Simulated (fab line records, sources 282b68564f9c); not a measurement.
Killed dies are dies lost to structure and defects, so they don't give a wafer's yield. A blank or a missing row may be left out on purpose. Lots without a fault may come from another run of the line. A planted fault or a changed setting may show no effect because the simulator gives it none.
fab line records | flow rit_cmos
record lots=6 wafers=18 last_day=7
route steps=202 shown GATE@83 M1@202
lots that met no fault: from a run of the same line without faults
start_h: hours from the record's first day to the start of the lot's first wafer shown | wait_h: hours since the lot's step before | " the same as in the row above | L1.1+2: a row that stands for several wafers | - no value, or no start given | * or withheld: withheld | < > ~ a bound
route shown NAME@n: a module of which the file shows steps, and the number in the route of the first | usual: mean/standard deviation of fault-free wafers | same: alike in all rows | chamber/n: place in a boat | sites: the reading at each site | _std_site: their standard deviation | _edge_site: outer sites' mean less inner sites' | radius_mm: how far each site lies from the wafer's centre | mask NAME#n: copy n | behind: the tool/chamber that last shaped the wafer | hold: why the lot was held/for how many hours/how that ended | device: the transistor (n, p or np) that didn't switch | end of line: the same wafers' tests at the end of the route | a step without rows: its recipe alone | killed: dies lost to structure and defects at the first sort, not the wafer's yield | map: a wafer's dies, x killed, . not, _ none there
set.NAME: the setting as run; set.NAME@STEP: as run at that earlier step | model.NAME: the simulator's own value behind a step, which no gauge read
lots at some steps of the route; a table a step, a row a wafer
services: from which hour (start_h, from the record's first day; less than 0 if before it) a tool's chamber was out of use, for how many hours, and why
## steps
# step RIT_GATE_THK_MEAS_07
# recipe reads=SiO2_of_GATE_OXIDATION_05
# usual GATE_OXIDE_THK=2.99/0.064
# columns lot.wafer tool chamber start_h wait_h GATE_OXIDE_THK[nm]
L333.2 film_metro-04 - 57.31 0.0 2.86
L333.3 " - " " 2.93
L333.6 " - " " 2.92
L336.4 film_metro-02 - 70.06 0.0 3.11
L336.5 " - " " 3.17
L336.6 " - " " 3.08
L339.2 film_metro-02 - 91.02 0.0 2.99
L339.4 " - " " 2.96
L339.5 " - " " 2.95
L341.1 film_metro-02 - 107.38 0.0 3.02
L341.2 " - " " 2.96
L341.3 " - " " 3.05
L348.1 film_metro-04 - 134.52 0.0 2.98
L348.4 " - " " 2.94
L348.5 " - " " 2.98
L350.2 film_metro-04 - 140.94 0.0 2.91
L350.4 " - " " 2.90
L350.5 " - " " 2.95
# step RIT_GATE_CVD_08
# recipe material=poly-Si target_thk_nm=250 temp_c=610 precursor=SiH4 time_s=2220 pressure_mtorr=300 sih4_flow_sccm=100
# step RIT_GATE_THK_MEAS_09
# recipe reads=poly-Si_of_GATE_CVD_08
# usual GATE_POLY_THK=250.8/2
# columns lot.wafer tool chamber start_h wait_h GATE_POLY_THK[nm]
L333.2 film_metro-02 - 59.10 0.0 248.8
L333.3 " - " " 248.6
L333.6 " - " " 246.5
L336.4 film_metro-02 - 72.03 0.0 248.7
L336.5 " - " " 248.6
L336.6 " - " " 249.5
L339.2 film_metro-03 - 92.69 0.0 251.6
L339.4 " - " " 253.2
L339.5 " - " " 254.7
L341.1 film_metro-02 - 109.05 0.0 248.1
L341.2 " - " " 249.7
L341.3 " - " " 248.9
L348.1 film_metro-03 - 136.20 0.0 253.0
L348.4 " - " " 250.0
L348.5 " - " " 251.8
L350.2 film_metro-03 - 142.62 0.0 251.7
L350.4 " - " " 251.7
L350.5 " - " " 251.7
# step RIT_GATE_HMDS_10
# recipe prime_time_s=60 prime_temp_c=140
# step RIT_GATE_COAT_11
# recipe resist=NOVOLAK spin_rpm=4250 resist_thk_nm=856
# step RIT_GATE_SOFTBAKE_12
# recipe resist=NOVOLAK temp_c=90 time_s=60
# step RIT_GATE_EXPOSE_13
# recipe mask_id=M6 na=0.6 source_shape=conventional sigma_outer=0.6 target_cd_nm=150 dose_mj=380
# step RIT_GATE_PEB_14
# recipe resist=NOVOLAK temp_c=withheld time_s=withheld
# step RIT_GATE_DEVELOP_15
# recipe resist=NOVOLAK develop_time_s=50 dev_temp_c=23
# step RIT_GATE_CD_MEAS_16
# recipe target_cd_nm=150
# usual cd_nm=148.5/2.5
# columns lot.wafer tool chamber start_h wait_h cd_nm
L333.2 cd_sem-02 - 60.02 - 153.6
L333.3 " - " " 151.9
L333.6 " - " " 154.4
L336.4 cd_sem-01 - 73.00 - 153.2
L336.5 " - " " 152.4
L336.6 " - " " 150.9
L339.2 cd_sem-01 - 93.61 - 144.1
L339.4 " - " " 145.3
L339.5 " - " " 146.0
L341.1 cd_sem-01 - 109.96 - 147.7
L341.2 " - " " 147.1
L341.3 " - " " 147.0
L348.1 cd_sem-02 - 137.25 - 148.9
L348.4 " - " " 147.4
L348.5 " - " " 148.9
L350.2 cd_sem-01 - 143.64 - 146.4
L350.4 " - " " 143.8
L350.5 " - " " 146.3
# step RIT_GATE_OVL_MEAS_17
# usual GATE_OVL=0.2/1.4
# columns lot.wafer tool chamber start_h wait_h GATE_OVL[nm]
L333.2 overlay-01 - 60.13 0.1 0.9
L333.3 " - " " -0.2
L333.6 " - " " 0.2
L336.4 overlay-02 - 73.08 0.1 2.4
L336.5 " - " " -0.8
L336.6 " - " " 1.8
L339.2 overlay-02 - 93.72 0.1 1.2
L339.4 " - " " -1.4
L339.5 " - " " -1.2
L341.1 overlay-01 - 110.08 0.1 0.6
L341.2 " - " " 0.4
L341.3 " - " " 0.8
L348.1 overlay-01 - 137.37 0.1 1.6
L348.4 " - " " 1.5
L348.5 " - " " 1.6
L350.2 overlay-01 - 143.75 0.1 1.4
L350.4 " - " " -0.9
L350.5 " - " " -0.1
# step RIT_GATE_HARDBAKE_18
# recipe resist=NOVOLAK temp_c=140 time_s=60
# step RIT_GATE_ETCH_19
# recipe chemistry=SF6/CHF3/O2 time_s=165 SF6_flow_sccm=30 CHF3_flow_sccm=30 O2_flow_sccm=5 target=poly-Si pressure_mtorr=40 rf_w=160 target_depth_a=3125 over_etch_frac=0.2648 stop_on=SiO2
# usual O2_flow_sccm=5.000/0.017 chamber_pressure_mTorr=40.00/0.039 drypump_motor_current_A=5.5/0.41 oes_product_au=0.848/0.016 rf_fwd_power_W=159.4/0.48 throttle_valve_pct=10.20/0.15
# columns lot.wafer tool chamber start_h wait_h O2_flow_sccm chamber_pressure_mTorr drypump_motor_current_A oes_product_au rf_fwd_power_W rf_hours_counter_h throttle_valve_pct model.etch.depth_nm model.GATE.feature_depth_nm model.NOVOLAK_of_GATE_COAT_11.thk_nm
L333.2 rie_si-02 2 60.31 0.1 4.999 39.98 6.0 0.832 159.5 19 10.32 248.5 248.5 670.8
L333.3 " 1 " " 5.025 39.97 5.4 0.838 159.7 3 10.16 248.7 248.7 675.3
L333.6 " 0 " " 4.989 39.99 5.1 0.827 160.3 - 10.12 246.8 246.8 673.2
L336.4 rie_si-01 0 73.24 0.1 4.996 39.98 5.3 0.865 160.7 53 10.40 248.7 248.7 674.4
L336.5 " 2 " " 5.026 40.01 5.4 0.833 159.7 - 10.20 248.6 248.6 675.7
L336.6 " 3 " " 4.989 40.03 4.9 0.863 158.9 - 9.95 249.3 249.3 672.9
L339.2 rie_si-01 1 93.90 0.1 5.012 40.02 6.0 0.848 159.6 1 10.18 251.4 251.5 673.5
L339.4 " 3 " " 4.972 40.02 4.9 0.786 159.7 81 9.96 216.9 216.9 700.2
L339.5 " 2 " " 4.990 39.95 5.4 0.843 159.7 - 10.22 254.9 254.9 671.6
L341.1 rie_si-01 0 110.27 0.1 4.999 40.01 5.3 0.868 159.3 53 10.40 248.1 248.1 673.6
L341.2 " 3 " " 4.986 40.05 4.9 0.774 159.5 81 9.95 214 214 700.9
L341.3 " 1 " " 4.993 39.97 6.0 0.839 159.1 1 10.17 249 249 673.2
L348.1 rie_si-02 2 137.70 0.1 4.984 40.00 6.0 0.841 159.7 19 10.33 253.2 253.2 673.7
L348.4 " 0 " " 4.989 40.03 5.0 0.835 159.2 132 10.09 250.3 250.3 674.1
L348.5 " 1 " " 4.978 40.04 5.4 0.860 159.9 - 10.16 252 252 679.5
L350.2 rie_si-02 0 143.93 0.1 4.982 39.98 5.1 0.837 159.4 132 10.11 251.9 251.9 667.1
L350.4 " 2 " " 5.002 39.98 6.0 0.841 159.3 19 10.31 251.8 251.8 666
L350.5 " 0 " " 4.969 40.01 5.1 0.837 159.1 - 10.12 251.7 251.7 669.9
# step RIT_GATE_STRIP_20
# recipe chemistry=O2 time_s=180 resist=NOVOLAK platen_temp_c=withheld power_w=500 pressure_mtorr=4000 o2_flow_sccm=4000
# usual chamber_pressure_mTorr=4000/3.5 drypump_motor_current_A=5.84/0.22
# columns lot.wafer tool chamber start_h wait_h chamber_pressure_mTorr drypump_motor_current_A rf_hours_counter_h
L333.2 plasma_asher-01 1 60.41 0.1 3999 5.69 43
L333.3 " 0 " " 4000 5.67 -
L333.6 " 1 " " 3990 5.69 -
L336.4 plasma_asher-01 0 73.41 0.1 3997 5.65 -
L336.5 " 1 " " 3998 5.74 -
L336.6 " 0 " " 4004 5.68 -
L339.2 plasma_asher-03 0 94.01 0.1 3991 6.15 42
L339.4 " 1 " " 3998 6.09 -
L339.5 " 0 " " 3998 6.18 -
L341.1 plasma_asher-01 1 110.38 0.1 4003 5.76 48
L341.2 " 0 " " 3999 5.66 48
L341.3 " 1 " " 3992 5.78 -
L348.1 plasma_asher-02 1 137.81 0.1 4004 5.64 35
L348.4 " 0 " " 3996 5.66 -
L348.5 " 0 " " 4004 5.64 -
L350.2 plasma_asher-02 0 144.04 0.1 3996 5.57 36
L350.4 " 0 " " 4005 5.57 -
L350.5 " 0 " " 3998 5.60 -
# step RIT_M1_PROBE_99
# usual killed_at_contacts=0.0/0.18 killed_at_front_end=7/3.4 killed_dies=7/3.4 killed_on_rim=1.8/1.3 killed_open=3.7/2.2 killed_short=3.6/2.2
# same gross_dies=264 killed_at_M0_to_M3=0 killed_at_M4_up=0 killed_at_back_side=0 killed_at_other=0
# columns lot.wafer tool chamber start_h wait_h killed_at_contacts killed_at_front_end killed_dies killed_on_rim killed_open killed_short
L336.4 prober-01 - 95.92 0.2 0 6 6 0 3 3
L336.5 prober-01 - 95.97 0.2 0 15 15 5 7 8
L336.6 prober-01 - 96.02 0.2 0 8 8 3 4 4
L339.2 prober-02 - 114.53 0.1 0 15 15 4 8 7
L339.4 prober-02 - 114.63 0.2 0 264 264 70 2 4
L339.5 prober-02 - 114.68 0.2 0 4 4 2 1 3
L341.1 prober-02 - 131.71 0.1 0 8 8 0 4 4
L341.2 prober-02 - 131.76 0.1 0 264 264 70 3 3
L341.3 prober-02 - 131.81 0.2 0 8 8 4 4 4
L348.4 prober-01 - 158.28 0.2 0 5 5 0 3 2
# killed by level:class
L336.4 FOX1:geometric_particle:short=1 FOX2:geometric_particle:open=1 GATE:geometric_particle:open=1 REOX:geometric_particle:short=1 SILICIDE:geometric_particle:open=1 SILICIDE:geometric_particle:short=1
L336.5 GATE:geometric_particle:short=3 GATE:geometric_particle:open=2 REOX:geometric_particle:short=2 REOX:geometric_particle:open=2 FOX1:geometric_particle:open=1 FOX1:geometric_particle:short=1 FOX2:geometric_particle:short=1 SPACER:geometric_particle:open=1
L336.6 GATE:geometric_particle:short=3 REOX:geometric_particle:open=3 FOX1:geometric_particle:open=1 FOX2:geometric_particle:short=1
L339.2 SPACER:geometric_particle:open=4 SPACER:geometric_particle:short=2 SILICIDE:geometric_particle:short=2 SILICIDE:geometric_particle:open=2 FOX1:geometric_particle:short=1 GATE:geometric_particle:short=1 GATE:geometric_particle:open=1 REOX:geometric_particle:short=1
L339.4 GATE:area_etch=258 FOX1:geometric_particle:short=1 GATE:geometric_particle:short=1 GATE:geometric_particle:open=1 SPACER:geometric_particle:open=1 SPACER:geometric_particle:short=1 SILICIDE:geometric_particle:short=1
L339.5 REOX:geometric_particle:short=1 SPACER:geometric_particle:open=1 SPACER:geometric_particle:short=1 SILICIDE:geometric_particle:short=1
L341.1 FOX1:geometric_particle:short=1 FOX1:geometric_particle:open=1 FOX2:geometric_particle:open=1 GATE:geometric_particle:short=1 REOX:geometric_particle:open=1 SPACER:geometric_particle:short=1 SPACER:geometric_particle:open=1 SILICIDE:geometric_particle:short=1
L341.2 GATE:area_etch=258 SPACER:geometric_particle:open=2 ACTIVE:geometric_particle:short=1 GATE:geometric_particle:short=1 GATE:geometric_particle:open=1 SPACER:geometric_particle:short=1
L341.3 FOX1:geometric_particle:open=2 FOX1:geometric_particle:short=1 FOX2:geometric_particle:short=1 FOX2:geometric_particle:open=1 REOX:geometric_particle:open=1 SPACER:geometric_particle:short=1 SILICIDE:geometric_particle:short=1
L348.4 FOX2:geometric_particle:open=2 GATE:geometric_particle:short=1 SILICIDE:geometric_particle:open=1 SILICIDE:geometric_particle:short=1
# map L339.4 (x killed, . not)
________xxxxxxx_______
_____xxxxxxxxxxxxx____
____xxxxxxxxxxxxxxx___
___xxxxxxxxxxxxxxxxx__
__xxxxxxxxxxxxxxxxxxx_
__xxxxxxxxxxxxxxxxxxx_
_xxxxxxxxxxxxxxxxxxxxx
_xxxxxxxxxxxxxxxxxxxxx
_xxxxxxxxxxxxxxxxxxxxx
_xxxxxxxxxxxxxxxxxxxxx
__xxxxxxxxxxxxxxxxxxx_
__xxxxxxxxxxxxxxxxxxx_
___xxxxxxxxxxxxxxxxx__
____xxxxxxxxxxxxxxx___
_____xxxxxxxxxxxxx____
________xxxxxxx_______
# map L341.2 (x killed, . not)
________xxxxxxx_______
_____xxxxxxxxxxxxx____
____xxxxxxxxxxxxxxx___
___xxxxxxxxxxxxxxxxx__
__xxxxxxxxxxxxxxxxxxx_
__xxxxxxxxxxxxxxxxxxx_
_xxxxxxxxxxxxxxxxxxxxx
_xxxxxxxxxxxxxxxxxxxxx
_xxxxxxxxxxxxxxxxxxxxx
_xxxxxxxxxxxxxxxxxxxxx
__xxxxxxxxxxxxxxxxxxx_
__xxxxxxxxxxxxxxxxxxx_
___xxxxxxxxxxxxxxxxx__
____xxxxxxxxxxxxxxx___
_____xxxxxxxxxxxxx____
________xxxxxxx_______
## services
# columns tool chamber start_h hours kind
rie_si-01 0 43.27 16.0 repair
rie_si-02 3 45.28 4.2 repair
rie_si-02 - 71.34 2.1 repair
rie_si-02 - 82.28 2.0 repair
plasma_asher-02 - 104.47 14.6 pm
rie_si-02 3 115.77 10.7 repair
rie_si-01 2 127.05 - clean
rie_si-01 2 127.05 17.7 scheduled_down
rie_si-01 2 127.05 17.7 vent_cycle
## key
first_sign step=RIT_GATE_ETCH_19 reading=oes_product_au direction=down sigmas=4.3 usual=0.848 struck=0.780
effect step=RIT_M1_PROBE_99 reading=killed_at_front_end direction=up sigmas=75 usual=7 struck=264
model_effect step=RIT_GATE_ETCH_19 value=etch.depth_nm without=251.4 struck=215.5
more_kills_born_at RIT_GATE_ETCH_19@rie_si-01=516
met_at RIT_GATE_ETCH_19
struck_wafers L339.4,L341.2
later_rows_left_out L339.4,L341.2
tester_left_out L339,L341
onset_between 73.24 93.90
fault kind=process_parameter_drift tool=rie_si-01 chamber=3 onset_h=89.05 steps=RIT_GATE_ETCH_19 channel=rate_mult offset=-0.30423 shape=step end_h=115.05
# tester_left_out: of these lots the tester's yield and bins aren't shown, on N5 and GAA mostly nor the transistor test; their killed dies are dies lost to structure and defects alone, not to doping, threshold or leakage, so they don't give the yield
# later_rows_left_out: the simulator's readings of these wafers behind a module that went badly wrong aren't trusted and aren't shown, but for the sort
